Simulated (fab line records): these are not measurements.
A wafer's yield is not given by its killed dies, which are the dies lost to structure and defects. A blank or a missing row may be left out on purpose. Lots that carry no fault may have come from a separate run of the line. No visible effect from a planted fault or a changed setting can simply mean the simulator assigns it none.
2 desks looking at one fault    flow rit cmos    each desk holds nothing but its own numbers, with what lay behind them at the end

## TOOL OWNER'S DESK, rtp anneal-02
The tool's own readings at RIT_SDANNEAL_RTA_03 (time 5 s): means of the sampled wafers that have a number, for each lot that ran on this tool. A lot is out of limits, marked OUT, if its mean lies more than 4 standard deviations from the usual mean; the brackets give that distance.
Columns: A = ramp down c per s at RIT_SDANNEAL_RTA_03, usual 171.00; B = wafer_temp_C_max at RIT_SDANNEAL_RTA_03, usual 1053.5
lot   first seen here  A       B
L454  day 3 11:54      170.95  1053.4
L458  day 4 04:39      171.03  1053.7
L462  day 5 00:04      171.00  1053.2
L466  day 5 18:34      171.00  1054.6
L468  day 6 02:48      171.00  1087.8 (+29) OUT
L470  day 6 12:28      170.97  1086.9 (+28) OUT
This desk's verdict: out of limits on L468, L470, starting with L468 at day 6 02:48 (wafer_temp_C_max at RIT_SDANNEAL_RTA_03). L454, L458, L462, L466: within limits.

## THE METROLOGY DESK
What the gauges read for every lot (on any tool): the sampled wafers with a number, averaged. A lot is out of limits, marked OUT, if its mean lies more than 4 standard deviations from the usual mean; the brackets give that distance.
Columns: A = PSD_RS at RIT_SDANNEAL_RS_MEAS_04, usual 115.98 ohm/sq; B = NSD_RS at RIT_SDANNEAL_RS_MEAS_05, usual 84.48 ohm/sq; C = PLDD_RS at RIT_SDANNEAL_RS_MEAS_06, usual 178.7 ohm/sq
lot   first seen here  A                B                 C
L454  day 3 11:58      115.94           84.34             178.7
L457  day 3 23:20      116.05           84.37             178.7
L458  day 4 04:43      115.96           84.32             178.1
L461  day 4 18:28      115.86           84.48             178.7
L462  day 5 00:07      115.78           84.71             178.8
L463  day 5 03:58      116.14           84.29             178.0
L465  day 5 13:52      116.01           84.79             179.3
L466  day 5 18:38      115.67           84.43             178.0
L467  day 5 22:59      116.09           84.42             179.0
L468  day 6 02:52      93.97 (-92) OUT  83.67             158.9 (-40) OUT
L469  day 6 10:41      116.26           84.64             178.8
L470  day 6 12:32      94.29 (-90) OUT  83.28 (-4.1) OUT  160.3 (-37) OUT
L475  day 7 15:35      116.13           84.13             178.4
L477  day 8 04:21      116.12           83.95             178.8
This desk's result: L468, L470 out of limits, first on L468 (PSD_RS at RIT_SDANNEAL_RS_MEAS_04), day 6 02:52. L454, L457, L458, L461, L462, L463, L465, L466, L467, L469, L475, L477: within limits.

## ALL TOGETHER
At day 6 02:48, on L468, L470, the tool owner's desk was in a position to raise an alarm.
An alarm was possible from the metrology desk at day 6 02:52, on L468, L470.
The lots listed all ran RIT_SDANNEAL_RTA_03 on rtp anneal-02.

## WHAT WAS PUT IN BY THE SIMULATOR
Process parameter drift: rtp anneal-02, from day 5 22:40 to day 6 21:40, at RIT_SDANNEAL_RTA_03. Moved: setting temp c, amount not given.
Shown lots that were struck: L468, L470.
Fault start to first reading out of limits, in hours, per desk: tool owner, 4; metrology, 4.
